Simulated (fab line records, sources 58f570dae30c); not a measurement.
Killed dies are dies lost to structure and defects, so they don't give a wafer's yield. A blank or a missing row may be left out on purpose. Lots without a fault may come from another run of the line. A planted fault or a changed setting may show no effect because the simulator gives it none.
Chamber matching | flow berkeley_cmos170 | UCB170_SPACER_CVD_00 on pecvd-02: 3 sister chambers
The step deposits SiO2 from TEOS/O2, target thk 376 nm, time 47 s. 6 wafers are shown with their chamber, then 7 later ones without.

WAFERS WITH THEIR CHAMBER
wafer  | chamber | heater_power_w (W) | rf_fwd_power_W (W)
L848.3 | 1       | 254                | 543.2
L850.2 | 2       | 300                | 540.3
L850.3 | 1       | 274                | 542.3
L850.6 | 0       | 362                | 545.9
L854.1 | 2       | 218                | 541.3
L854.3 | 0       | 351                | 540.7

WAFERS WITHOUT THEIR CHAMBER
wafer  | heater_power_w (W) | rf_fwd_power_W (W)
L854.6 | 365                | 543.4
L851.1 | 289                | 540.4
L851.4 | 258                | 542.2
L851.6 | 317                | 543.2
L860.2 | 286                | 541.5
L860.4 | 280                | 542.9
L860.5 | 281                | 542.3

WHICH CHAMBER EACH WENT THROUGH
wafer  | from the rows above          | in truth
L854.6 | 0                            | 0
L851.1 | can't be placed: 2 or 1 or 0 | 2
L851.4 | can't be placed: 1 or 2      | 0
L851.6 | can't be placed: 0 or 1 or 2 | 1
L860.2 | can't be placed: 2 or 1 or 0 | 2
L860.4 | can't be placed: 1 or 2 or 0 | 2
L860.5 | can't be placed: 1 or 2 or 0 | 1
Placed correctly: 1 of 7. Can't be placed from these rows: 6 (the true chamber is among the candidates in 5). Placed wrongly: 0.
How it was worked out, from the rows above alone: a wafer's distance from a chamber is the root of the sum, over the readings, of the square of ((its reading less the chamber's mean) divided by the reading's scatter). The wafer belongs to the nearest chamber; if the next one is less than 2 further off, it can't be placed. A chamber's mean is the mean of its shown wafers. The scatter: the root of (the sum of the squares of (reading less its chamber's mean) over the shown wafers, divided by (wafers less chambers)).
